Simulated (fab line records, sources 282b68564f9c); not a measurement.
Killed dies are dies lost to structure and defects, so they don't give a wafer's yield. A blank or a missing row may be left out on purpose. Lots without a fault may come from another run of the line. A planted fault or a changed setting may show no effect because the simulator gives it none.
fab line records | flow rit_cmos
record lots=14 wafers=42 last_day=7
route steps=202 shown REOX@101 M1@202
lots that met no fault: from a run of the same line without faults
start_h: hours from the record's first day to the start of the lot's first wafer shown | wait_h: hours since the lot's step before | " the same as in the row above | L1.1+2: a row that stands for several wafers | - no value, or no start given | * or withheld: withheld | < > ~ a bound
route shown NAME@n: a module of which the file shows steps, and the number in the route of the first | usual: mean/standard deviation of fault-free wafers | same: alike in all rows | chamber/n: place in a boat | sites: the reading at each site | _std_site: their standard deviation | _edge_site: outer sites' mean less inner sites' | radius_mm: how far each site lies from the wafer's centre | mask NAME#n: copy n | behind: the tool/chamber that last shaped the wafer | hold: why the lot was held/for how many hours/how that ended | device: the transistor (n, p or np) that didn't switch | end of line: the same wafers' tests at the end of the route | a step without rows: its recipe alone | killed: dies lost to structure and defects at the first sort, not the wafer's yield | map: a wafer's dies, x killed, . not, _ none there
set.NAME: the setting as run; set.NAME@STEP: as run at that earlier step | model.NAME: the simulator's own value behind a step, which no gauge read
steps of the route over a sample of lots; a table a step, a row a wafer
services: from which hour (start_h, from the record's first day; less than 0 if before it) a tool's chamber was out of use, for how many hours, and why
## steps
# step RIT_REOX_OXIDATION_03
# recipe temp_c=900 ambient=O2 target_thk_a=252 ox_time_s=5580
# usual spike_tc_centre_C=902.5/1.2 spike_tc_load_C=928/4.1 spike_tc_source_C=925.9/2.1 tube_center_temp_C=900/0.078 tube_center_temp_C_max=902.4/0.39
# columns lot.wafer tool chamber start_h wait_h spike_tc_centre_C spike_tc_load_C spike_tc_source_C tube_center_temp_C tube_center_temp_C_max
L674.2 furnace-02 0 43.93 0.5 902.2 929 923.4 900.09 902.7
L674.3 " 0 " " 901.0 928 925.9 900.11 902.1
L674.6 " 0 " " 901.2 930 924.8 899.91 903.2
L675.3 furnace-04 0 49.70 1.0 903.1 922 928.2 899.99 902.5
L675.4 " 0 " " 902.0 920 929.0 900.04 902.9
L675.5 " 0 " " 902.7 921 927.7 899.98 901.8
L676.1 furnace-02 0 57.20 0.0 901.4 930 923.3 900.01 902.0
L676.3 " 0 " " 901.7 930 923.7 900 902.6
L676.4 " 0 " " 901.3 930 923.5 899.96 902.5
L677.2 furnace-02 0 61.54 1.0 901.8 932 924.2 900 902.2
L677.3 " 0 " " 902.0 930 925.4 899.95 901.9
L677.4 " 0 " " 902.3 931 922.6 899.92 901.9
L679.3 furnace-02 0 68.38 0.2 902.0 929 923.2 900.03 902.3
L679.4 " 0 " " 901.7 928 923.1 899.9 902.2
L679.6 " 0 " " 901.7 929 922.7 900.16 902.7
L680.1 furnace-02 0 72.67 0.0 901.8 931 923.0 900.05 902.2
L680.2 " 0 " " 902.1 930 924.2 900.02 901.9
L680.3 " 0 " " 900.6 931 921.9 900.03 902.2
L681.1 furnace-01 0 74.51 0.3 903.8 931 927.8 900 902.8
L681.4 " 0 " " 902.1 933 926.9 899.97 902.6
L681.6 " 0 " " 902.4 929 925.0 900.01 902.5
L685.3 furnace-02 0 94.16 1.1 837.5 864 856.5 834.3 837.1
L685.5 " 0 " " 836.2 863 857.7 834.27 837.5
L685.6 " 0 " " 835.7 864 858.1 834.3 836.7
L686.2 furnace-02 0 99.10 0.2 836.8 864 856.9 834.24 836.9
L686.3 " 0 " " 836.6 865 856.3 834.21 836.7
L686.5 " 0 " " 835.9 863 857.5 834.23 836.4
L687.1 furnace-04 0 104.62 0.0 902.5 923 927.9 899.98 902.0
L687.2 " 0 " " 902.9 922 926.8 900.05 902.3
L687.6 " 0 " " 902.6 921 928.0 899.95 901.8
L690.1 furnace-01 0 118.66 0.8 904.3 932 928.0 900.11 902.1
L690.2 " 0 " " 904.1 930 928.0 900.13 902.5
L690.5 " 0 " " 904.1 931 926.4 900.15 902.5
L691.4 furnace-01 0 124.07 0.0 904.7 932 926.4 899.94 902.4
L691.5 " 0 " " 902.1 932 926.4 899.83 901.7
L691.6 " 0 " " 901.6 932 926.8 900.04 901.8
L694.1 furnace-04 0 138.79 1.2 900.8 922 928.8 899.88 902.3
L694.3 " 0 " " 903.3 922 930.0 900.03 902.4
L694.6 " 0 " " 903.0 922 927.5 900.09 902.2
L695.1 furnace-01 0 142.00 0.3 904.8 930 927.1 899.95 902.9
L695.3 " 0 " " 903.7 932 927.4 900.05 902.0
L695.6 " 0 " " 904.0 930 927.3 899.96 902.6
# step RIT_REOX_THK_MEAS_04
# recipe reads=SiO2_of_REOX_OXIDATION_03
# usual REOX_OXIDE_THK=25.1/0.39
# columns lot.wafer tool chamber start_h wait_h REOX_OXIDE_THK[nm]
L674.2 film_metro-03 - 46.49 0.0 25.2
L674.3 " - " " 25.3
L674.6 " - " " 25.4
L675.3 film_metro-02 - 52.27 0.0 25.1
L675.4 " - " " 25.3
L675.5 " - " " 25.8
L676.1 film_metro-04 - 59.75 0.0 25.0
L676.3 " - " " 24.6
L676.4 " - " " 24.7
L677.2 film_metro-04 - 64.10 0.0 25.0
L677.3 " - " " 24.7
L677.4 " - " " 25.0
L679.3 film_metro-03 - 70.95 0.0 25.0
L679.4 " - " " 24.8
L679.6 " - " " 24.9
L680.1 film_metro-04 - 75.22 0.0 24.6
L680.2 " - " " 25.3
L680.3 " - " " 25.4
L681.1 film_metro-04 - 77.06 0.0 25.2
L681.4 " - " " 25.1
L681.6 " - " " 24.7
L685.3 film_metro-04 - 96.73 0.0 12.7
L685.5 " - " " 12.4
L685.6 " - " " 12.0
L686.2 film_metro-04 - 101.66 0.0 11.9
L686.3 " - " " 11.6
L686.5 " - " " 12.0
L687.1 film_metro-04 - 107.17 0.0 25.5
L687.2 " - " " 25.5
L687.6 " - " " 25.4
L690.1 film_metro-03 - 121.21 0.0 25.5
L690.2 " - " " 24.9
L690.5 " - " " 25.0
L691.4 film_metro-02 - 126.65 0.0 24.6
L691.5 " - " " 24.9
L691.6 " - " " 24.6
L694.1 film_metro-03 - 141.34 0.0 25.0
L694.3 " - " " 25.3
L694.6 " - " " 25.2
L695.1 film_metro-04 - 144.55 0.0 24.8
L695.3 " - " " 25.0
L695.6 " - " " 24.8
# step RIT_M1_PROBE_99
# usual killed_at_contacts=0.1/0.29 killed_at_front_end=7/3 killed_dies=8/3 killed_open=3.7/2 killed_short=3.8/2.1
# same gross_dies=264 killed_at_M0_to_M3=0 killed_at_M4_up=0 killed_at_back_side=0 killed_at_other=0
# columns lot.wafer tool chamber start_h wait_h killed_at_contacts killed_at_front_end killed_dies killed_open killed_short
L681.1 prober-02 - 93.92 0.1 0 10 10 7 3
L681.4 prober-02 - 94.07 0.2 0 4 4 2 2
L681.6 prober-02 - 94.17 0.2 0 5 5 3 2
L685.3 prober-02 - 113.89 0.2 0 7 7 3 4
L685.5 prober-02 - 113.99 0.2 0 11 11 8 3
L685.6 prober-02 - 114.04 0.2 0 5 5 3 2
L687.1 prober-02 - 123.43 0.1 0 5 5 1 4
L687.2 prober-02 - 123.48 0.1 0 9 9 6 3
L687.6 prober-02 - 123.68 0.2 2 8 10 5 5
# killed by level:class
L681.1 FOX1:geometric_particle:open=2 REOX:geometric_particle:short=2 SILICIDE:geometric_particle:open=2 FOX1:geometric_particle:short=1 FOX2:geometric_particle:open=1 GATE:geometric_particle:open=1 SPACER:geometric_particle:open=1
L681.4 SPACER:geometric_particle:open=2 GATE:geometric_particle:short=1 REOX:geometric_particle:short=1
L681.6 FOX1:geometric_particle:short=1 GATE:geometric_particle:open=1 REOX:geometric_particle:open=1 SPACER:geometric_particle:short=1 SPACER:geometric_particle:open=1
L685.3 GATE:geometric_particle:short=2 GATE:geometric_particle:open=2 FOX2:geometric_particle:short=1 SPACER:geometric_particle:open=1 SILICIDE:geometric_particle:short=1
L685.5 SILICIDE:geometric_particle:open=3 FOX1:geometric_particle:open=2 FOX2:geometric_particle:open=1 FOX2:geometric_particle:short=1 REOX:geometric_particle:short=1 REOX:geometric_particle:open=1 SPACER:geometric_particle:open=1 SILICIDE:geometric_particle:short=1
L685.6 FOX1:geometric_particle:short=2 REOX:geometric_particle:open=2 SILICIDE:geometric_particle:open=1
L687.1 FOX2:geometric_particle:short=2 FOX1:geometric_particle:short=1 GATE:geometric_particle:open=1 SPACER:geometric_particle:short=1
L687.2 REOX:geometric_particle:open=3 SILICIDE:geometric_particle:open=2 GATE:geometric_particle:open=1 GATE:geometric_particle:short=1 REOX:geometric_particle:short=1 SILICIDE:geometric_particle:short=1
L687.6 REOX:geometric_particle:short=3 CONTACT:geometric_particle:open=2 GATE:geometric_particle:open=1 GATE:geometric_particle:short=1 REOX:geometric_particle:open=1 SILICIDE:geometric_particle:short=1 SILICIDE:geometric_particle:open=1
## services
# columns tool chamber start_h hours kind
furnace-02 - 25.12 3.0 pm
furnace-01 - 32.21 3.5 pm
furnace-01 - 35.69 2.8 pm
furnace-02 - 39.51 3.1 pm
furnace-04 - 43.49 3.2 pm
furnace-04 - 46.68 3.0 pm
## key
first_sign step=RIT_REOX_OXIDATION_03 reading=tube_center_temp_C direction=down sigmas=99+ usual=* struck=*
effect step=RIT_REOX_OXIDATION_03 reading=tube_center_temp_C_max direction=down sigmas=99+ usual=* struck=*
effect step=RIT_REOX_THK_MEAS_04 reading=REOX_OXIDE_THK direction=down sigmas=34 usual=25.1 struck=12.1
met_at RIT_REOX_OXIDATION_03
struck_lots L685,L686
tester_left_out L685,L686
onset_between 72.67 94.16
fault kind=process_parameter_drift tool=furnace-02 chamber=- onset_h=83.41 steps=RIT_REOX_OXIDATION_03 channel=temp_c offset=* shape=step end_h=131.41 acts_in=* stated=*
# tester_left_out: of these lots the tester's yield and bins aren't shown, on N5 and GAA mostly nor the transistor test; their killed dies are dies lost to structure and defects alone, not to doping, threshold or leakage, so they don't give the yield
